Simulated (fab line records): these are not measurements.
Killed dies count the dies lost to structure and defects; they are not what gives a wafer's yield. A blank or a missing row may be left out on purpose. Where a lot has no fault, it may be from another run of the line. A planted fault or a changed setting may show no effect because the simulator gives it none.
Code-filled problem report in 8D (eight disciplines) form ; flow rit_cmos ; the parts of the form that need people (team, actions taken, sign-off) are left out

## 1. THE PROBLEM
Wafers free of any fault read 3136 (standard deviation 15) for NSD_TW at RIT_NSD_TW_MEAS_10, against a mean of 3245 on 6 wafers of 2 lots. That puts it +7.2 standard deviations away from the usual mean.
Earliest sighting: wafer L272.1 on film_metro-03 at day 6 15:44. The record has a number at this step for 42 wafers belonging to 14 lots. The rule behind "out" and "out of limits": a value lying over 4 standard deviations away from the usual mean. All remaining wafers that have a number are taken as sound.

## 2. WHAT IT IS AND WHAT IT IS NOT
question;is;is not
which readings at this step;NSD_TW;-
which lots;L272, L278;L260, L261, L262, L263, L264, L267, L268, L270, L271, L273, L274, L281
which wafers of those lots;all that have a number;-
read on which gauges;film_metro-01, film_metro-03;film_metro-02
when;from day 6 15:44;"up to then (30 sound wafers); but 6 sound wafers of L273, L281 came after"

## 3. THE SUSPECTS, EACH WITH WHAT RULES IT OUT
Counting: any tool at a process step up to the reading is kept as a suspect provided that every lot that is out went through it and no sound lot did after the first of them.
- the gauge at RIT_NSD_TW_MEAS_10: ruled out. Those wafers that are out were read across 2 gauges (film_metro-01, film_metro-03).
- implanter-01 at RIT_NSD_IMPLANT_08: kept. It processed each lot that is out, first L272 at day 6 15:25, and no sound lot thereafter; up to then, the last sound lot it processed was L271 at day 6 06:41. Its own dose_ions_cm2, faraday_current_uA readings are out on those wafers.
After counting, what remains is implanter-01 at RIT_NSD_IMPLANT_08.

## 4. THE CAUSE (what the simulator had put in)
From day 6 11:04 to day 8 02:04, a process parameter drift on implanter-01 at RIT_NSD_IMPLANT_08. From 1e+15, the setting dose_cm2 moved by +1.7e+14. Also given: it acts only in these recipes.
This tool alone remained once counting was done.

## 5. THE CHAIN OF EFFECTS, in route order
Each row: a reading whose mean over the struck wafers that have a number lies more than 3 standard deviations from the usual. Only readings for which the record gives a usual standard deviation are gone through. hours: the time from each lot's start at the first step in this table that gives one to its start at this step, as a median over the lots. sigmas: the change in usual standard deviations.
hours;step;reading;usual;on struck wafers;change;sigmas
0;RIT_NSD_IMPLANT_08;dose_ions_cm2;9.999e+14;1.169e+15;+1.688e+14;+99 or more
0;RIT_NSD_IMPLANT_08;faraday_current_uA;3130;3652;+522;+8.7
0;RIT_NSD_TW_MEAS_10;NSD_TW;3136;3245;+109;+7.2
3;RIT_SDANNEAL_RS_MEAS_05;NSD_RS;84.54 ohm/sq;74.83;-9.71;-37
Its process steps:
- RIT_NSD_IMPLANT_08
Later steps that measure or inspect, where all struck wafers having a row at the step show a number for every such reading and not one has moved that far: RIT_CONTACT_CD_MEAS_08.

## 6. WHAT WOULD HAVE CAUGHT IT SOONER
The first out-of-limits reading at a measuring or inspecting step in this record came at day 6 15:44, 5 hours after the fault's start at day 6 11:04.
At RIT_NSD_IMPLANT_08, the tool's own readings (dose_ions_cm2, faraday_current_uA) were out on each struck wafer the step has a row for, so an alarm limit on them would have fired on the first such wafer.
Lots out: 2; of these, L278 started RIT_NSD_IMPLANT_08 on implanter-01 after day 6 15:44. A tool hold placed at that time would have kept it from harm.
